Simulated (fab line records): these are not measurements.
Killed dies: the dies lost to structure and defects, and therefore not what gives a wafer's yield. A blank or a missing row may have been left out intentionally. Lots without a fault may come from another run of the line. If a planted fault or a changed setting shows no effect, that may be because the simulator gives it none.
Which of the tools did it? :: flow berkeley-cmos170 :: Sampling: 14 lots, 42 wafers, 4 of 331 route steps

== WHAT EACH GAUGE READ, for each wafer ==
No reading from a measuring or inspecting step in the record can be judged against a usual standard deviation.

== EACH LOT AND THE TOOL THAT RAN IT (in order: tool; ch and the chambers of the sampled wafers; start) ==
lot: L603
UCB170_NWELL_ETCH_13: rie-diel-03 ch 0,1,2, day 2 17:50
UCB170_BACKSIDE_STRIP_03: plasma-asher-01 ch 0,1, day 7 08:29
UCB170_CONTACT_STRIP_19: plasma-asher-03 ch 0,1, day 7 17:53
UCB170_M3_ETCH_17: rie-diel-02 ch 0,1,2, day 8 13:04

lot: L607
UCB170_NWELL_ETCH_13: rie-diel-04 ch 2,3, day 3 05:14
UCB170_BACKSIDE_STRIP_03: plasma-asher-04 ch 0,1, day 7 21:11
UCB170_CONTACT_STRIP_19: plasma-asher-03 ch 1, day 8 02:39
UCB170_M3_ETCH_17: rie-diel-03 ch 1,3, day 8 23:17

lot: L606
UCB170_NWELL_ETCH_13: rie-diel-01 ch 0,2,3, day 3 05:31
UCB170_BACKSIDE_STRIP_03: plasma-asher-02 ch 0,1, day 7 22:52
UCB170_CONTACT_STRIP_19: plasma-asher-02 ch 0,1, day 8 04:55
UCB170_M3_ETCH_17: rie-diel-03 ch 0,1,2, day 8 23:50

lot: L609
UCB170_NWELL_ETCH_13: rie-diel-03 ch 0,1,2, day 3 09:32
UCB170_BACKSIDE_STRIP_03: plasma-asher-04 ch 0,1, day 7 21:43
UCB170_CONTACT_STRIP_19: plasma-asher-01 ch 0,1, day 8 04:21
UCB170_M3_ETCH_17: rie-diel-04 ch 0,1,3, day 8 23:34

lot: L610
UCB170_NWELL_ETCH_13: rie-diel-01 ch 2,3, day 3 18:14
UCB170_BACKSIDE_STRIP_03: plasma-asher-01 ch 0, day 8 05:51
UCB170_CONTACT_STRIP_19: -
UCB170_M3_ETCH_17: -

lot: L612
UCB170_NWELL_ETCH_13: rie-diel-03 ch 1,2, day 3 22:01
UCB170_BACKSIDE_STRIP_03: plasma-asher-01 ch 0,1, day 8 05:23
UCB170_CONTACT_STRIP_19: plasma-asher-01 ch 0,1, day 8 13:35
UCB170_M3_ETCH_17: rie-diel-03 ch 1,2, day 9 09:03

lot: L611
UCB170_NWELL_ETCH_13: rie-diel-01 ch 0,2, day 3 22:17
UCB170_BACKSIDE_STRIP_03: plasma-asher-02 ch 0,1, day 8 05:50
UCB170_CONTACT_STRIP_19: plasma-asher-01 ch 0,1, day 8 15:29
UCB170_M3_ETCH_17: rie-diel-04 ch 0,1,2, day 9 10:39

lot: L613
UCB170_NWELL_ETCH_13: rie-diel-03 ch 0,1,2, day 4 07:41
UCB170_BACKSIDE_STRIP_03: plasma-asher-01 ch 0,1, day 8 22:07
UCB170_CONTACT_STRIP_19: -
UCB170_M3_ETCH_17: -

lot: L617
UCB170_NWELL_ETCH_13: rie-diel-03 ch 1,2,3, day 5 11:12
UCB170_BACKSIDE_STRIP_03: plasma-asher-01 ch 0,1, day 9 14:01
UCB170_CONTACT_STRIP_19: plasma-asher-01 ch 0,1, day 9 21:55
UCB170_M3_ETCH_17: rie-diel-04 ch 1,2, day 10 16:33

lot: L622
UCB170_NWELL_ETCH_13: rie-diel-03 ch 0,1,2, day 6 09:28
UCB170_BACKSIDE_STRIP_03: plasma-asher-01 ch 0,1, day 10 23:25
UCB170_CONTACT_STRIP_19: plasma-asher-03 ch 0,1, day 11 06:26
UCB170_M3_ETCH_17: rie-diel-03 ch 0,1,3, day 12 04:19

lot: L623
UCB170_NWELL_ETCH_13: rie-diel-01 ch 1,2,3, day 6 09:44
UCB170_BACKSIDE_STRIP_03: plasma-asher-04 ch 0,1, day 11 00:21
UCB170_CONTACT_STRIP_19: plasma-asher-01 ch 0,1, day 11 06:44
UCB170_M3_ETCH_17: rie-diel-03 ch 0,1,2, day 12 05:51

lot: L624
UCB170_NWELL_ETCH_13: rie-diel-01 ch 0,1, day 6 16:12
UCB170_BACKSIDE_STRIP_03: plasma-asher-02 ch 0,1, day 10 23:53
UCB170_CONTACT_STRIP_19: plasma-asher-02 ch 0,1, day 11 06:34
UCB170_M3_ETCH_17: rie-diel-02 ch 0,1,2, day 12 03:26

lot: L625
UCB170_NWELL_ETCH_13: rie-diel-04 ch 1,2,3, day 6 17:34
UCB170_BACKSIDE_STRIP_03: plasma-asher-01 ch 0,1, day 11 00:28
UCB170_CONTACT_STRIP_19: plasma-asher-03 ch 0,1, day 11 07:09
UCB170_M3_ETCH_17: rie-diel-04 ch 0,3, day 12 05:37

lot: L626
UCB170_NWELL_ETCH_13: rie-diel-01 ch 0,1,3, day 6 23:35
UCB170_BACKSIDE_STRIP_03: plasma-asher-01 ch 0,1, day 11 08:41
UCB170_CONTACT_STRIP_19: plasma-asher-03 ch 0,1, day 11 14:13
UCB170_M3_ETCH_17: rie-diel-02 ch 1,2,3, day 12 10:53
- UCB170_NWELL_ETCH_13: etches Si3N4 in CH3F/Ar/O2, stops on SiO2, target depth 246.4 nm, time 154 s.
- UCB170_BACKSIDE_STRIP_03: strips in O2.
- UCB170_CONTACT_STRIP_19: strips in O2.
- UCB170_M3_ETCH_17: etches BARC in N2/H2.

== AS READ BY THE TOOLS THEMSELVES (means over the sampled wafers that have a number; for cases with no such wafer, the mark the record gives instead) ==
UCB170_NWELL_ETCH_13. Usual: drypump-motor-current-A 5.8 A, standard deviation 0.44; oes-product-au 0.946 a.u., standard deviation 0.016; throttle-valve-pct 8.05 %, standard deviation 0.14.
lot: L603
tool: rie-diel-03
drypump-motor-current-A (A): 6.0
oes-product-au (a.u.): 0.942
throttle-valve-pct (%): 7.99
flag: 

lot: L607
tool: rie-diel-04
drypump-motor-current-A (A): 5.7
oes-product-au (a.u.): 0.944
throttle-valve-pct (%): 8.08
flag: 

lot: L606
tool: rie-diel-01
drypump-motor-current-A (A): 5.8
oes-product-au (a.u.): 0.953
throttle-valve-pct (%): 8.07
flag: 

lot: L609
tool: rie-diel-03
drypump-motor-current-A (A): 6.0
oes-product-au (a.u.): 0.945
throttle-valve-pct (%): 8.00
flag: 

lot: L610
tool: rie-diel-01
drypump-motor-current-A (A): 5.6
oes-product-au (a.u.): 0.965
throttle-valve-pct (%): 8.09
flag: 

lot: L612
tool: rie-diel-03
drypump-motor-current-A (A): 5.9
oes-product-au (a.u.): 0.936
throttle-valve-pct (%): 8.03
flag: 

lot: L611
tool: rie-diel-01
drypump-motor-current-A (A): 6.0
oes-product-au (a.u.): 0.927
throttle-valve-pct (%): 8.17
flag: 

lot: L613
tool: rie-diel-03
drypump-motor-current-A (A): 6.0
oes-product-au (a.u.): 0.949
throttle-valve-pct (%): 7.99
flag: 

lot: L617
tool: rie-diel-03
drypump-motor-current-A (A): 5.7
oes-product-au (a.u.): 0.949
throttle-valve-pct (%): 8.01
flag: 

lot: L622
tool: rie-diel-03
drypump-motor-current-A (A): 6.0
oes-product-au (a.u.): 0.933
throttle-valve-pct (%): 7.98
flag: 

lot: L623
tool: rie-diel-01
drypump-motor-current-A (A): 5.7
oes-product-au (a.u.): 0.944
throttle-valve-pct (%): 8.12
flag: 

lot: L624
tool: rie-diel-01
drypump-motor-current-A (A): 5.9
oes-product-au (a.u.): 0.943
throttle-valve-pct (%): 8.01
flag: 

lot: L625
tool: rie-diel-04
drypump-motor-current-A (A): 5.8
oes-product-au (a.u.): 0.949
throttle-valve-pct (%): 8.10
flag: 

lot: L626
tool: rie-diel-01
drypump-motor-current-A (A): 5.7
oes-product-au (a.u.): 0.951
throttle-valve-pct (%): 8.01
flag: 

UCB170_BACKSIDE_STRIP_03. Usual: chamber-pressure-mTorr 3500 mTorr, standard deviation 3.1; drypump-motor-current-A 6.1 A, standard deviation 0.34; oes-product-au 0.734 a.u., standard deviation 0.0044; strip-time-to-endpoint-s 21.98 s, standard deviation 0.06.
lot: L603
tool: plasma-asher-01
chamber-pressure-mTorr (mTorr): 3503
drypump-motor-current-A (A): 6.0
oes-product-au (a.u.): 0.737
strip-time-to-endpoint-s (s): 21.91
flag: 

lot: L607
tool: plasma-asher-04
chamber-pressure-mTorr (mTorr): 3500
drypump-motor-current-A (A): 6.4
oes-product-au (a.u.): 0.734
strip-time-to-endpoint-s (s): 21.95
flag: 

lot: L606
tool: plasma-asher-02
chamber-pressure-mTorr (mTorr): 3500
drypump-motor-current-A (A): 6.1
oes-product-au (a.u.): 0.734
strip-time-to-endpoint-s (s): 21.97
flag: 

lot: L609
tool: plasma-asher-04
chamber-pressure-mTorr (mTorr): 3499
drypump-motor-current-A (A): 6.4
oes-product-au (a.u.): 0.734
strip-time-to-endpoint-s (s): 22.01
flag: 

lot: L610
tool: plasma-asher-01
chamber-pressure-mTorr (mTorr): -
drypump-motor-current-A (A): -
oes-product-au (a.u.): -
strip-time-to-endpoint-s (s): -
flag: OFF

lot: L612
tool: plasma-asher-01
chamber-pressure-mTorr (mTorr): 3500
drypump-motor-current-A (A): 6.0
oes-product-au (a.u.): 0.731
strip-time-to-endpoint-s (s): 22.02
flag: 

lot: L611
tool: plasma-asher-02
chamber-pressure-mTorr (mTorr): 3500
drypump-motor-current-A (A): 5.8
oes-product-au (a.u.): 0.731
strip-time-to-endpoint-s (s): 21.98
flag: 

lot: L613
tool: plasma-asher-01
chamber-pressure-mTorr (mTorr): -
drypump-motor-current-A (A): -
oes-product-au (a.u.): -
strip-time-to-endpoint-s (s): -
flag: OFF

lot: L617
tool: plasma-asher-01
chamber-pressure-mTorr (mTorr): 3502
drypump-motor-current-A (A): 6.0
oes-product-au (a.u.): 0.737
strip-time-to-endpoint-s (s): 21.91
flag: 

lot: L622
tool: plasma-asher-01
chamber-pressure-mTorr (mTorr): 3497
drypump-motor-current-A (A): 6.1
oes-product-au (a.u.): 0.731
strip-time-to-endpoint-s (s): 22.00
flag: 

lot: L623
tool: plasma-asher-04
chamber-pressure-mTorr (mTorr): 3500
drypump-motor-current-A (A): 6.4
oes-product-au (a.u.): 0.732
strip-time-to-endpoint-s (s): 22.12
flag: 

lot: L624
tool: plasma-asher-02
chamber-pressure-mTorr (mTorr): 3502
drypump-motor-current-A (A): 6.1
oes-product-au (a.u.): 0.735
strip-time-to-endpoint-s (s): 21.99
flag: 

lot: L625
tool: plasma-asher-01
chamber-pressure-mTorr (mTorr): 3500
drypump-motor-current-A (A): 6.1
oes-product-au (a.u.): 0.732
strip-time-to-endpoint-s (s): 21.86
flag: 

lot: L626
tool: plasma-asher-01
chamber-pressure-mTorr (mTorr): 3501
drypump-motor-current-A (A): 6.1
oes-product-au (a.u.): 0.734
strip-time-to-endpoint-s (s): 21.99
flag: 

UCB170_CONTACT_STRIP_19. Usual: chamber-pressure-mTorr 3500 mTorr, standard deviation 3.2; drypump-motor-current-A 5.7 A, standard deviation 0.44; oes-product-au 0.725 a.u., standard deviation 0.0042.
lot: L603
tool: plasma-asher-03
chamber-pressure-mTorr (mTorr): 3498
drypump-motor-current-A (A): 5.3
oes-product-au (a.u.): 0.725
flag: 

lot: L607
tool: plasma-asher-03
chamber-pressure-mTorr (mTorr): 3503
drypump-motor-current-A (A): 5.4
oes-product-au (a.u.): 0.727
flag: 

lot: L606
tool: plasma-asher-02
chamber-pressure-mTorr (mTorr): 3500
drypump-motor-current-A (A): 6.1
oes-product-au (a.u.): 0.725
flag: 

lot: L609
tool: plasma-asher-01
chamber-pressure-mTorr (mTorr): 3497
drypump-motor-current-A (A): 6.0
oes-product-au (a.u.): 0.728
flag: 

lot: L612
tool: plasma-asher-01
chamber-pressure-mTorr (mTorr): 3500
drypump-motor-current-A (A): 6.0
oes-product-au (a.u.): 0.726
flag: 

lot: L611
tool: plasma-asher-01
chamber-pressure-mTorr (mTorr): 3502
drypump-motor-current-A (A): 6.0
oes-product-au (a.u.): 0.724
flag: 

lot: L617
tool: plasma-asher-01
chamber-pressure-mTorr (mTorr): 3497
drypump-motor-current-A (A): 6.0
oes-product-au (a.u.): 0.724
flag: 

lot: L622
tool: plasma-asher-03
chamber-pressure-mTorr (mTorr): 3500
drypump-motor-current-A (A): 5.3
oes-product-au (a.u.): 0.722
flag: 

lot: L623
tool: plasma-asher-01
chamber-pressure-mTorr (mTorr): 3500
drypump-motor-current-A (A): 6.0
oes-product-au (a.u.): 0.726
flag: 

lot: L624
tool: plasma-asher-02
chamber-pressure-mTorr (mTorr): 3498
drypump-motor-current-A (A): 5.8
oes-product-au (a.u.): 0.725
flag: 

lot: L625
tool: plasma-asher-03
chamber-pressure-mTorr (mTorr): 3501
drypump-motor-current-A (A): 5.3
oes-product-au (a.u.): 0.726
flag: 

lot: L626
tool: plasma-asher-03
chamber-pressure-mTorr (mTorr): 3501
drypump-motor-current-A (A): 5.3
oes-product-au (a.u.): 0.725
flag: 

UCB170_M3_ETCH_17. Usual: drypump-motor-current-A 5.9 A, standard deviation 0.44; oes-product-au 0.998 a.u., standard deviation 0.017; throttle-valve-pct 13.27 %, standard deviation 0.19.
lot: L603
tool: rie-diel-02
drypump-motor-current-A (A): 5.9
oes-product-au (a.u.): 0.981
throttle-valve-pct (%): 13.14
flag: 

lot: L607
tool: rie-diel-03
drypump-motor-current-A (A): 5.5
oes-product-au (a.u.): 1.028
throttle-valve-pct (%): 13.26
flag: 

lot: L606
tool: rie-diel-03
drypump-motor-current-A (A): 6.0
oes-product-au (a.u.): 1.006
throttle-valve-pct (%): 13.17
flag: 

lot: L609
tool: rie-diel-04
drypump-motor-current-A (A): 5.9
oes-product-au (a.u.): 0.993
throttle-valve-pct (%): 13.40
flag: 

lot: L612
tool: rie-diel-03
drypump-motor-current-A (A): 5.9
oes-product-au (a.u.): 0.997
throttle-valve-pct (%): 13.27
flag: 

lot: L611
tool: rie-diel-04
drypump-motor-current-A (A): 5.7
oes-product-au (a.u.): 1.009
throttle-valve-pct (%): 13.43
flag: 

lot: L617
tool: rie-diel-04
drypump-motor-current-A (A): 5.7
oes-product-au (a.u.): 1.013
throttle-valve-pct (%): 13.47
flag: 

lot: L622
tool: rie-diel-03
drypump-motor-current-A (A): 5.8
oes-product-au (a.u.): 1.005
throttle-valve-pct (%): 13.18
flag: 

lot: L623
tool: rie-diel-03
drypump-motor-current-A (A): 6.0
oes-product-au (a.u.): 0.992
throttle-valve-pct (%): 13.17
flag: 

lot: L624
tool: rie-diel-02
drypump-motor-current-A (A): 5.9
oes-product-au (a.u.): 0.992
throttle-valve-pct (%): 13.15
flag: 

lot: L625
tool: rie-diel-04
drypump-motor-current-A (A): 6.1
oes-product-au (a.u.): 0.996
throttle-valve-pct (%): 13.27
flag: 

lot: L626
tool: rie-diel-02
drypump-motor-current-A (A): 5.7
oes-product-au (a.u.): 0.979
throttle-valve-pct (%): 13.20
flag: 

== THE ANSWER, worked out from the rows above alone ==
Rule: a lot counts as off when the mean over its wafers that have a number is more than 3 standard deviations away from the usual mean. Also off: a lot with no number at a reading for which 4 or more lots have one. Any other lot the step has rows for is counted as sound. The gauges are gone through in route order, then the tools' own readings, and for those a lot's mean is taken as printed above. The first step at which some lot is off is used, and at that step the reading that is off furthest; a lot without a number counts as furthest.
Off at UCB170_BACKSIDE_STRIP_03 (chamber-pressure-mTorr): L610, L613. Without a number there: L610, L613.
A tool fits if, at that step or a process step before it, it ran every lot that is off, and no sound lot after the first of them. No candidate that was tried fits.

== WHAT THE SIMULATOR HAD INSERTED ==
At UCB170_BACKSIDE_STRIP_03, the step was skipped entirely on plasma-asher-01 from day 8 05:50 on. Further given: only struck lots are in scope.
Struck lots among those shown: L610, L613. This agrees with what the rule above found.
